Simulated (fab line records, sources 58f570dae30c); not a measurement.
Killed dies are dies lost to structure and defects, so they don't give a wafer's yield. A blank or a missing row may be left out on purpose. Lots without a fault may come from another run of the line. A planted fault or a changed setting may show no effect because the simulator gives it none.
Problem report in the 8D (eight disciplines) form, filled by code | flow berkeley_cmos170 | the parts of the form that need people (team, actions taken, sign-off) are left out

1. THE PROBLEM
M2_AL_RS at UCB170_M2_RS_MEAS_02 reads a mean of 0.02669 ohm/sq on 6 wafers of 2 lots; wafers without a fault read 0.03224 ohm/sq with a standard deviation of 0.00027. That is -21 standard deviations from the usual mean.
The step: measures by four-point-probe.
First seen on wafer L365.1, day 12 01:50, on film_metro-01. The record holds 42 wafers of 14 lots with a number at this step. Rule for "out", or "out of limits": more than 4 standard deviations from the usual mean. The other wafers with a number count as sound.

2. WHAT IT IS AND WHAT IT IS NOT
question                    | is                           | is not
which readings at this step | M2_AL_RS                     | -
which lots                  | L363, L365                   | L349, L350, L351, L352, L354, L355, L356, L361, L368, L369, L370, L372
which wafers of those lots  | all that have a number       | -
read on which gauges        | film_metro-01, film_metro-03 | film_metro-02
when                        | from day 12 01:50            | up to then (24 sound wafers); but 12 sound wafers of L368, L369, L370, L372 came after

3. SUSPECTS, AND WHAT RULES EACH OUT
Counting: a tool at a process step up to the reading stays a suspect if it ran every lot that is out and no sound lot after the first of them.
- the gauge at UCB170_M2_RS_MEAS_02: ruled out. The wafers that are out were read on 2 gauges (film_metro-01, film_metro-03).
- rie_diel-04 at UCB170_M1_ETCH_11 (etches BARC in N2/H2): ruled out as a lasting fault. Sound lots L369, L370 ran on it after its first lot that is out, L365 (day 11 19:42).
- pvd_sputter-02 at UCB170_M2_SPUTTER_01 (material Al, target thk 900 nm, time 120 s): kept. It ran every lot that is out, first L365 (day 12 01:45), and no sound lot after that; its last sound lot up to then is L354 (day 10 02:51).
Left after counting: pvd_sputter-02 at UCB170_M2_SPUTTER_01.

4. THE CAUSE (what the simulator had put in)
Process parameter drift: pvd_sputter-02, from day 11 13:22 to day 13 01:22, at UCB170_M2_SPUTTER_01. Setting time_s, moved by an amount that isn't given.
Counting left only this tool.

5. THE CHAIN OF EFFECTS, in route order
Each row: a reading whose mean over the struck wafers that have a number lies more than 3 standard deviations from the usual. Only readings for which the record gives a usual standard deviation are gone through. hours: the time from each lot's start at the first step in this table that gives one to its start at this step, as a median over the lots. sigmas: the change in usual standard deviations.
hours | step                    | reading        | usual          | on struck wafers | change   | sigmas
0     | UCB170_M2_RS_MEAS_02    | M2_AL_RS       | 0.03224 ohm/sq | 0.02669          | -0.00554 | -21
0     | UCB170_M2_THK_MEAS_03   | M2_AL_THK      | 887 nm         | 1072             | +186     | +22
3     | UCB170_M2_METAL_ETCH_18 | oes_product_au | 0.855 a.u.     | 0.945            | +0.090   | +6.9
The process steps in it:
- UCB170_M2_METAL_ETCH_18: etches Al in Cl2/BCl3, stops on SiO2, target depth 1170 nm, time 195 s.
Later measuring or inspecting steps at which every struck wafer that the step has a row for has a number for every such reading, and none has moved that far: UCB170_M2_OVL_MEAS_16.

6. WHAT WOULD HAVE CAUGHT IT SOONER
In this record the first reading out of limits at a measuring or inspecting step was taken at day 12 01:50, 12 hours after the fault began at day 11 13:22.
Of the tool readings at UCB170_M2_SPUTTER_01 for which the record gives a usual standard deviation, none was out on any struck wafer, so an alarm limit of 4 standard deviations on them would not have fired.
Of the lots that are out (2), L363 began UCB170_M2_SPUTTER_01 on pvd_sputter-02 after day 12 01:50. A hold on the tool at that time would have spared it.
